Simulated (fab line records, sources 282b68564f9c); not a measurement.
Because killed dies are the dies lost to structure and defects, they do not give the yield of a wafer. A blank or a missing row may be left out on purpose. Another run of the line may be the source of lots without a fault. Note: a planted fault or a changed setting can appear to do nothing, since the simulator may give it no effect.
fab line records + flow rit_cmos
record:
- lots: 14
- wafers: 42
- last_day: 7
route steps=202 shown WELLDRIVE@50 NWELL@51 PWELL@52 M1@202
lots with no fault: from the same line, run without faults
start_h: the number of hours between the record's first day and the start of the first shown wafer of the lot + wait_h: how many hours have passed since the lot's step before this one + " repeats the value in the row above + L1.1+2: one row covering several wafers at once + - value missing, or start not given + * or withheld: withheld + < > ~ a bound
route shown NAME@n: a module of which the file shows steps, and the number in the route of the first + usual: average and standard deviation across the fault-free wafers + same: alike in all rows + chamber/n: place in a boat + sites: readings site by site + _std_site: their standard deviation + _edge_site: outer sites' mean less inner sites' + radius_mm: for every site, how far away it sits from the centre of the wafer + mask NAME#n: copy n + behind: the last tool/chamber to shape the wafer + hold: reason for holding the lot/hours on hold/outcome of the hold + device: the transistor (n, p or np) that didn't switch + end of line: at the end of the route, the tests of the same wafers + step lacking rows: just its recipe + killed: the dies lost at the first sort to structure and to defects; this is not the yield of the wafer + map: shows each die of a wafer: x if killed, . if not, _ if none is there
set.NAME: the setting that was run; set.NAME@STEP: the one run at that earlier step + model.NAME: the simulator's own value behind a step, which no gauge read
a sample of lots followed through the steps of the route, with each step as a table and each wafer as a row
services: from which hour (start_h, from the record's first day; less than 0 if before it) a tool's chamber was out of use, for how many hours, and why
== steps ==
step: RIT_WELLDRIVE_ANNEAL_00
recipe:
- temp_c: 1100
- time_s: 14700
- ambient: N2
usual:
- spike_tc_centre_C: 1101.9/1.2
- spike_tc_load_C: 1126.7/3
- spike_tc_source_C: 1127.3/1.8
- tube_center_temp_C: 1100/0.1
- tube_center_temp_C_max: 1102.8/0.44
- zone_power_centre_pct: 57/4.6
| lot.wafer | tool       | chamber | start_h | wait_h | spike_tc_centre_C | spike_tc_load_C | spike_tc_source_C | tube_center_temp_C | tube_center_temp_C_max | zone_power_centre_pct |
|-----------|------------|---------|---------|--------|-------------------|-----------------|-------------------|--------------------|------------------------|-----------------------|
| L768.4    | furnace-04 | 0       | 25.06   | 0.7    | 1100.9            | 1123.8          | 1126.6            | 1099.9             | 1102.2                 | 52                    |
| L768.5    | "          | 0       | "       | "      | 1100.4            | 1123.5          | 1126.6            | 1100               | 1102.2                 | 52                    |
| L768.6    | "          | 0       | "       | "      | 1100.4            | 1124.2          | 1126.2            | 1100               | 1102.4                 | 51                    |
| L770.2    | furnace-04 | 0       | 41.82   | 0.9    | 1100.0            | 1123.9          | 1127.8            | 1099.9             | 1102.3                 | 51                    |
| L770.3    | "          | 0       | "       | "      | 1100.5            | 1123.7          | 1126.1            | 1100.1             | 1103.0                 | 52                    |
| L770.6    | "          | 0       | "       | "      | 1101.5            | 1123.5          | 1128.0            | 1099.9             | 1102.6                 | 52                    |
| L771.3    | furnace-02 | 0       | 42.35   | 0.0    | 1102.4            | 1130.8          | 1129.0            | 1100               | 1102.8                 | 57                    |
| L771.5    | "          | 0       | "       | "      | 1102.0            | 1130.0          | 1127.6            | 1099.9             | 1103.1                 | 57                    |
| L771.6    | "          | 0       | "       | "      | 1100.6            | 1129.0          | 1129.6            | 1099.9             | 1102.7                 | 58                    |
| L772.2    | furnace-02 | 0       | 47.43   | 1.4    | 1102.0            | 1129.2          | 1128.0            | 1100               | 1104.0                 | 57                    |
| L772.5    | "          | 0       | "       | "      | 1101.2            | 1129.3          | 1127.8            | 1099.9             | 1102.3                 | 57                    |
| L772.6    | "          | 0       | "       | "      | 1102.9            | 1129.1          | 1128.9            | 1100.1             | 1102.8                 | 57                    |
| L774.2    | furnace-01 | 0       | 53.99   | 0.0    | 1101.7            | 1122.5          | 1124.5            | 1099.9             | 1102.7                 | 64                    |
| L774.3    | "          | 0       | "       | "      | 1102.9            | 1125.6          | 1126.7            | 1100               | 1102.7                 | 64                    |
| L774.6    | "          | 0       | "       | "      | 1102.9            | 1124.9          | 1124.6            | 1099.9             | 1102.8                 | 64                    |
| L775.3    | furnace-01 | 0       | 59.07   | 0.3    | 1117.0            | 1140.7          | 1139.7            | 1115.1             | 1117.6                 | 66                    |
| L775.4    | "          | 0       | "       | "      | 1118.6            | 1139.9          | 1140.6            | 1115.1             | 1118.5                 | 65                    |
| L775.5    | "          | 0       | "       | "      | 1118.2            | 1140.7          | 1141.3            | 1115.1             | 1118.0                 | 65                    |
| L777.1    | furnace-01 | 0       | 67.73   | 0.1    | 1117.1            | 1140.8          | 1139.2            | 1114.9             | 1118.3                 | 65                    |
| L777.4    | "          | 0       | "       | "      | 1117.0            | 1140.5          | 1138.5            | 1114.9             | 1117.7                 | 67                    |
| L777.5    | "          | 0       | "       | "      | 1118.0            | 1140.6          | 1139.4            | 1115               | 1117.2                 | 65                    |
| L782.1    | furnace-02 | 0       | 94.54   | 0.1    | 1101.1            | 1127.7          | 1128.9            | 1099.8             | 1102.3                 | 58                    |
| L782.2    | "          | 0       | "       | "      | 1101.9            | 1127.7          | 1127.6            | 1099.9             | 1102.9                 | 58                    |
| L782.6    | "          | 0       | "       | "      | 1102.7            | 1129.0          | 1127.9            | 1100.1             | 1103.3                 | 57                    |
| L783.3    | furnace-02 | 0       | 99.62   | 0.7    | 1100.9            | 1130.5          | 1128.9            | 1100.3             | 1103.4                 | 57                    |
| L783.4    | "          | 0       | "       | "      | 1100.3            | 1126.2          | 1129.3            | 1100               | 1103.2                 | 57                    |
| L783.6    | "          | 0       | "       | "      | 1101.8            | 1130.9          | 1129.1            | 1099.9             | 1102.7                 | 57                    |
| L787.1    | furnace-04 | 0       | 119.16  | 0.8    | 1100.0            | 1125.4          | 1126.3            | 1099.8             | 1102.3                 | 52                    |
| L787.2    | "          | 0       | "       | "      | 1100.1            | 1124.3          | 1125.8            | 1100.2             | 1103.4                 | 52                    |
| L787.4    | "          | 0       | "       | "      | 1099.3            | 1124.4          | 1127.7            | 1100               | 1102.6                 | 51                    |
| L788.1    | furnace-02 | 0       | 124.98  | 0.1    | 1101.1            | 1129.4          | 1129.4            | 1100               | 1103.5                 | 56                    |
| L788.3    | "          | 0       | "       | "      | 1103.6            | 1127.7          | 1128.6            | 1099.9             | 1102.5                 | 58                    |
| L788.6    | "          | 0       | "       | "      | 1101.9            | 1130.3          | 1129.2            | 1100.2             | 1104.4                 | 57                    |
| L789.2    | furnace-04 | 0       | 129.85  | 0.0    | 1100.4            | 1124.4          | 1124.9            | 1100.1             | 1103.0                 | 51                    |
| L789.4    | "          | 0       | "       | "      | 1102.5            | 1122.6          | 1128.2            | 1100.2             | 1102.9                 | 52                    |
| L789.5    | "          | 0       | "       | "      | 1101.7            | 1123.1          | 1126.8            | 1100               | 1103.0                 | 51                    |
| L790.2    | furnace-02 | 0       | 134.86  | 0.7    | 1101.0            | 1129.7          | 1127.9            | 1099.9             | 1103.7                 | 57                    |
| L790.4    | "          | 0       | "       | "      | 1104.3            | 1130.2          | 1129.4            | 1100               | 1103.0                 | 57                    |
| L790.6    | "          | 0       | "       | "      | 1103.4            | 1130.6          | 1128.0            | 1099.8             | 1102.2                 | 58                    |
| L791.1    | furnace-02 | 0       | 139.94  | 0.1    | 1103.4            | 1130.5          | 1129.6            | 1099.9             | 1103.0                 | 57                    |
| L791.4    | "          | 0       | "       | "      | 1104.6            | 1130.1          | 1127.9            | 1100.1             | 1103.0                 | 56                    |
| L791.6    | "          | 0       | "       | "      | 1100.7            | 1127.5          | 1129.1            | 1100               | 1103.3                 | 58                    |
step: RIT_WELLDRIVE_RS_MEAS_01
recipe:
- thk_meas_gauge: four-point-probe
usual:
- NWELL_RS: 275.6/0.83
| lot.wafer | tool          | chamber | start_h | wait_h | NWELL_RS[ohm/sq] |
|-----------|---------------|---------|---------|--------|------------------|
| L768.4    | film_metro-03 | -       | 30.20   | 0.1    | 274.2            |
| L768.5    | "             | -       | "       | "      | 275.0            |
| L768.6    | "             | -       | "       | "      | 274.8            |
| L770.2    | film_metro-01 | -       | 46.92   | 0.0    | 276.3            |
| L770.3    | "             | -       | "       | "      | 275.8            |
| L770.6    | "             | -       | "       | "      | 275.7            |
| L771.3    | film_metro-04 | -       | 47.47   | 0.0    | 274.4            |
| L771.5    | "             | -       | "       | "      | 274.4            |
| L771.6    | "             | -       | "       | "      | 274.0            |
| L772.2    | film_metro-03 | -       | 52.54   | 0.0    | 275.0            |
| L772.5    | "             | -       | "       | "      | 275.9            |
| L772.6    | "             | -       | "       | "      | 275.3            |
| L774.2    | film_metro-01 | -       | 59.09   | 0.0    | 276.7            |
| L774.3    | "             | -       | "       | "      | 277.3            |
| L774.6    | "             | -       | "       | "      | 276.7            |
| L775.3    | film_metro-03 | -       | 64.19   | 0.0    | 260.0            |
| L775.4    | "             | -       | "       | "      | 259.7            |
| L775.5    | "             | -       | "       | "      | 259.6            |
| L777.1    | film_metro-03 | -       | 72.82   | 0.0    | 260.1            |
| L777.4    | "             | -       | "       | "      | 259.0            |
| L777.5    | "             | -       | "       | "      | 259.0            |
| L782.1    | film_metro-01 | -       | 99.62   | 0.0    | 276.3            |
| L782.2    | "             | -       | "       | "      | 276.5            |
| L782.6    | "             | -       | "       | "      | 276.7            |
| L783.3    | film_metro-03 | -       | 104.74  | 0.0    | 276.5            |
| L783.4    | "             | -       | "       | "      | 276.1            |
| L783.6    | "             | -       | "       | "      | 275.3            |
| L787.1    | film_metro-03 | -       | 124.25  | 0.0    | 276.2            |
| L787.2    | "             | -       | "       | "      | 275.0            |
| L787.4    | "             | -       | "       | "      | 276.7            |
| L788.1    | film_metro-03 | -       | 130.07  | 0.0    | 275.2            |
| L788.3    | "             | -       | "       | "      | 276.4            |
| L788.6    | "             | -       | "       | "      | 275.4            |
| L789.2    | film_metro-04 | -       | 134.96  | 0.0    | 275.2            |
| L789.4    | "             | -       | "       | "      | 274.9            |
| L789.5    | "             | -       | "       | "      | 275.0            |
| L790.2    | film_metro-03 | -       | 139.96  | 0.0    | 275.1            |
| L790.4    | "             | -       | "       | "      | 274.9            |
| L790.6    | "             | -       | "       | "      | 274.5            |
| L791.1    | film_metro-01 | -       | 145.02  | 0.0    | 275.8            |
| L791.4    | "             | -       | "       | "      | 274.9            |
| L791.6    | "             | -       | "       | "      | 276.5            |
step: RIT_WELLDRIVE_RS_MEAS_02
recipe:
- thk_meas_gauge: four-point-probe
usual:
- PWELL_RS: 429.4/1.2
| lot.wafer | tool          | chamber | start_h | wait_h | PWELL_RS[ohm/sq] |
|-----------|---------------|---------|---------|--------|------------------|
| L768.4    | film_metro-03 | -       | 30.32   | 0.1    | 429.6            |
| L768.5    | "             | -       | "       | "      | 430.2            |
| L768.6    | "             | -       | "       | "      | 430.1            |
| L770.2    | film_metro-01 | -       | 47.04   | 0.1    | 429.4            |
| L770.3    | "             | -       | "       | "      | 429.8            |
| L770.6    | "             | -       | "       | "      | 430.8            |
| L771.3    | film_metro-04 | -       | 47.59   | 0.1    | 429.9            |
| L771.5    | "             | -       | "       | "      | 428.7            |
| L771.6    | "             | -       | "       | "      | 430.7            |
| L772.2    | film_metro-03 | -       | 52.66   | 0.1    | 430.4            |
| L772.5    | "             | -       | "       | "      | 432.0            |
| L772.6    | "             | -       | "       | "      | 430.3            |
| L774.2    | film_metro-01 | -       | 59.21   | 0.1    | 430.9            |
| L774.3    | "             | -       | "       | "      | 430.9            |
| L774.6    | "             | -       | "       | "      | 430.4            |
| L775.3    | film_metro-03 | -       | 64.31   | 0.1    | 414.4            |
| L775.4    | "             | -       | "       | "      | 414.0            |
| L775.5    | "             | -       | "       | "      | 412.6            |
| L777.1    | film_metro-03 | -       | 72.94   | 0.1    | 412.4            |
| L777.4    | "             | -       | "       | "      | 412.1            |
| L777.5    | "             | -       | "       | "      | 411.6            |
| L782.1    | film_metro-01 | -       | 99.74   | 0.1    | 429.2            |
| L782.2    | "             | -       | "       | "      | 430.4            |
| L782.6    | "             | -       | "       | "      | 429.6            |
| L783.3    | film_metro-03 | -       | 104.86  | 0.1    | 428.9            |
| L783.4    | "             | -       | "       | "      | 428.1            |
| L783.6    | "             | -       | "       | "      | 429.5            |
| L787.1    | film_metro-03 | -       | 124.37  | 0.1    | 429.2            |
| L787.2    | "             | -       | "       | "      | 430.3            |
| L787.4    | "             | -       | "       | "      | 430.2            |
| L788.1    | film_metro-03 | -       | 130.19  | 0.1    | 428.9            |
| L788.3    | "             | -       | "       | "      | 428.9            |
| L788.6    | "             | -       | "       | "      | 429.0            |
| L789.2    | film_metro-04 | -       | 135.08  | 0.1    | 429.5            |
| L789.4    | "             | -       | "       | "      | 428.1            |
| L789.5    | "             | -       | "       | "      | 429.3            |
| L790.2    | film_metro-03 | -       | 140.08  | 0.1    | 428.9            |
| L790.4    | "             | -       | "       | "      | 430.4            |
| L790.6    | "             | -       | "       | "      | 427.9            |
| L791.1    | film_metro-01 | -       | 145.14  | 0.1    | 429.6            |
| L791.4    | "             | -       | "       | "      | 430.3            |
| L791.6    | "             | -       | "       | "      | 429.1            |
step: RIT_M1_PROBE_99
usual:
- killed_at_contacts: 0.1/0.25
- killed_at_front_end: 8/3.3
- killed_dies: 8/3.3
- killed_open: 3.9/2.1
- killed_short: 3.8/2.2
same:
- gross_dies: 264
- killed_at_M0_to_M3: 0
- killed_at_M4_up: 0
- killed_at_back_side: 0
- killed_at_other: 0
| lot.wafer | tool      | chamber | start_h | wait_h | killed_at_contacts | killed_at_front_end | killed_dies | killed_open | killed_short |
|-----------|-----------|---------|---------|--------|--------------------|---------------------|-------------|-------------|--------------|
| L777.1    | prober-01 | -       | 103.67  | 0.1    | 0                  | 6                   | 6           | 2           | 4            |
| L777.4    | prober-01 | -       | 103.82  | 0.2    | 0                  | 7                   | 7           | 3           | 4            |
| L777.5    | prober-01 | -       | 103.87  | 0.2    | 0                  | 8                   | 8           | 5           | 3            |
| L782.1    | prober-02 | -       | 129.42  | 0.1    | 1                  | 6                   | 7           | 4           | 3            |
| L782.2    | prober-02 | -       | 129.47  | 0.1    | 0                  | 4                   | 4           | 1           | 3            |
| L782.6    | prober-02 | -       | 129.67  | 0.2    | 0                  | 4                   | 4           | 2           | 2            |
| L787.1    | prober-01 | -       | 155.37  | 0.1    | 0                  | 3                   | 3           | 1           | 2            |
| L787.2    | prober-01 | -       | 155.42  | 0.1    | 0                  | 4                   | 4           | 1           | 3            |
| L787.4    | prober-01 | -       | 155.52  | 0.2    | 0                  | 8                   | 8           | 4           | 4            |
| L789.2    | prober-01 | -       | 163.74  | 0.1    | 0                  | 4                   | 4           | 1           | 3            |
| L789.4    | prober-01 | -       | 163.84  | 0.2    | 0                  | 10                  | 10          | 4           | 6            |
| L789.5    | prober-01 | -       | 163.89  | 0.2    | 0                  | 8                   | 8           | 5           | 3            |
killed by level:class
L777.1 GATE:geometric_particle:open=2 GATE:geometric_particle:short=2 SPACER:geometric_particle:short=2
L777.4 SPACER:geometric_particle:short=2 SILICIDE:geometric_particle:open=2 FOX1:geometric_particle:short=1 FOX2:geometric_particle:open=1 FOX2:geometric_particle:short=1
L777.5 FOX1:geometric_particle:short=2 FOX1:geometric_particle:open=2 SPACER:geometric_particle:open=2 FOX2:geometric_particle:short=1 SILICIDE:geometric_particle:open=1
L782.1 GATE:geometric_particle:short=2 FOX1:geometric_particle:open=1 FOX2:geometric_particle:short=1 FOX2:geometric_particle:open=1 REOX:geometric_particle:open=1 CONTACT:geometric_particle:open=1
L782.2 FOX2:geometric_particle:short=2 FOX1:geometric_particle:open=1 GATE:geometric_particle:short=1
L782.6 FOX2:geometric_particle:short=1 GATE:geometric_particle:open=1 SPACER:geometric_particle:short=1 SPACER:geometric_particle:open=1
L787.1 GATE:geometric_particle:open=1 SPACER:geometric_particle:short=1 SILICIDE:geometric_particle:short=1
L787.2 GATE:geometric_particle:short=2 GATE:geometric_particle:open=1 SILICIDE:geometric_particle:short=1
L787.4 GATE:geometric_particle:short=2 FOX1:geometric_particle:open=1 FOX1:geometric_particle:short=1 FOX2:geometric_particle:open=1 GATE:geometric_particle:open=1 SPACER:geometric_particle:short=1 SILICIDE:geometric_particle:open=1
L789.2 GATE:geometric_particle:short=2 GATE:geometric_particle:open=1 SILICIDE:geometric_particle:short=1
L789.4 SILICIDE:geometric_particle:short=4 GATE:geometric_particle:open=2 REOX:geometric_particle:open=2 FOX2:geometric_particle:short=1 GATE:geometric_particle:short=1
L789.5 SILICIDE:geometric_particle:open=2 FOX2:geometric_particle:open=1 FOX2:geometric_particle:short=1 GATE:geometric_particle:open=1 GATE:geometric_particle:short=1 REOX:geometric_particle:open=1 SILICIDE:geometric_particle:short=1
== services ==
| tool       | chamber | start_h | hours | kind   |
|------------|---------|---------|-------|--------|
| furnace-02 | -       | 4.43    | 3.7   | pm     |
| furnace-02 | -       | 10.88   | 7.8   | repair |
| furnace-02 | -       | 33.84   | 4.1   | pm     |
| furnace-04 | -       | 58.82   | 3.7   | pm     |
| furnace-01 | -       | 82.05   | 3.0   | pm     |
| furnace-01 | -       | 97.15   | 4.4   | pm     |
== key ==
first_sign:
- step: RIT_WELLDRIVE_ANNEAL_00
- reading: tube_center_temp_C
- direction: up
- sigmas: 99+
- usual: *
- struck: *
effect:
- step: RIT_WELLDRIVE_ANNEAL_00
- reading: tube_center_temp_C_max
- direction: up
- sigmas: 34
- usual: *
- struck: *
effect:
- step: RIT_WELLDRIVE_RS_MEAS_01
- reading: NWELL_RS
- direction: down
- sigmas: 19
- usual: 275.6
- struck: 259.6
effect:
- step: RIT_WELLDRIVE_RS_MEAS_02
- reading: PWELL_RS
- direction: down
- sigmas: 14
- usual: 429.4
- struck: 412.9
met_at RIT_WELLDRIVE_ANNEAL_00
struck_lots L775,L777
tester_left_out L775,L777
fault:
- kind: process_parameter_drift
- tool: furnace-01
- chamber: -
- onset_h: 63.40
- steps: RIT_WELLDRIVE_ANNEAL_00
- channel: temp_c
- offset: *
- shape: step
- end_h: 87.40
- acts_in: *
- stated: *
tester_left_out: of these lots the tester's yield and bins aren't shown, on N5 and GAA mostly nor the transistor test; their killed dies are dies lost to structure and defects alone, not to doping, threshold or leakage, so they don't give the yield
